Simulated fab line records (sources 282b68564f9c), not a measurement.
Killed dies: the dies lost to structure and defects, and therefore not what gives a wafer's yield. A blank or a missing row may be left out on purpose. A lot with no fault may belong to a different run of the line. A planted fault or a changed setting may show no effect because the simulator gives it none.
Matching of chambers ; flow ritCmos ; RIT_SDANNEAL_CLEAN_01 on wetBench-02 has 3 sister chambers
The step cleans in dHF, time 30 s. 14 wafers are shown with their chamber, then 4 later ones without.

== EACH WAFER AND ITS CHAMBER ==
wafer;chamber;runLengthS (s)
L456.2;1;61.9
L456.3;1;61.9
L456.6;1;61.9
L458.1;3;60.7
L458.3;3;60.7
L458.6;3;60.7
L460.1;2;60.6
L460.3;2;60.6
L460.6;2;60.6
L462.2;2;60.4
L462.4;2;60.4
L462.5;2;60.4
L466.2;1;64.1
L466.5;1;64.1

SIGNATURES (means of the wafers above)
reading;chamber 1;chamber 2;chamber 3;scatter within a chamber
runLengthS;62.780;60.500;60.700;0.73
Rule: a wafer's distance from a chamber is the root of the sum, over the readings, of the square of ((its reading less the chamber's mean) divided by the reading's scatter). The wafer belongs to the nearest chamber; if the next one is less than 2 further off, it can't be placed. The scatter: the root of (the sum of the squares of (reading less its chamber's mean) over the shown wafers, divided by (wafers less chambers)).

== WAFERS WITHOUT THEIR CHAMBER ==
wafer;runLengthS (s)
L466.6;64.1
L476.2;56.7
L476.4;56.7
L476.6;56.7

== CHAMBER TAKEN BY EACH ==
wafer;from the rows above;in truth
L466.6;1;1
L476.2;can't be placed: 2 or 3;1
L476.4;can't be placed: 2 or 3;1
L476.6;can't be placed: 2 or 3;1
Correct placement for 1 of the 4. Cannot be placed on the basis of these rows: 3; the candidates contain the true chamber in 0. 0 placed wrongly.
